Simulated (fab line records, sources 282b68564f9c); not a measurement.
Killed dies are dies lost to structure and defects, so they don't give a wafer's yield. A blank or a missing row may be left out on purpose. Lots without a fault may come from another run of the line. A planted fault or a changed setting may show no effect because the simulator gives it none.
Chamber matching | flow rit_cmos | RIT_CONTACT_CVD_00 on pecvd-03: 3 sister chambers
The step deposits SiO2 from TEOS, target thk 400 nm, time 61 s. 6 wafers are shown with their chamber, then 7 later ones without.

WAFERS WITH THEIR CHAMBER
wafer  | chamber | heater_power_w (W)
L158.6 | 2       | 358
L163.2 | 1       | 388
L163.4 | 1       | 379
L163.6 | 0       | 352
L168.1 | 0       | 295
L168.4 | 2       | 341

WAFERS WITHOUT THEIR CHAMBER
wafer  | heater_power_w (W)
L168.6 | 313
L172.1 | 310
L172.3 | 290
L172.5 | 381
L175.1 | 315
L175.4 | 372
L175.6 | 339

WHICH CHAMBER EACH WENT THROUGH
wafer  | from the rows above          | in truth
L168.6 | can't be placed: 0 or 2      | 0
L172.1 | can't be placed: 0 or 2      | 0
L172.3 | can't be placed: 0 or 2      | 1
L172.5 | can't be placed: 1 or 2      | 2
L175.1 | can't be placed: 0 or 2      | 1
L175.4 | can't be placed: 1 or 2 or 0 | 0
L175.6 | can't be placed: 2 or 0 or 1 | 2
Placed correctly: 0 of 7. Can't be placed from these rows: 7 (the true chamber is among the candidates in 5). Placed wrongly: 0.
How it was worked out, from the rows above alone: a wafer's distance from a chamber is the root of the sum, over the readings, of the square of ((its reading less the chamber's mean) divided by the reading's scatter). The wafer belongs to the nearest chamber; if the next one is less than 2 further off, it can't be placed. A chamber's mean is the mean of its shown wafers. The scatter: the root of (the sum of the squares of (reading less its chamber's mean) over the shown wafers, divided by (wafers less chambers)).
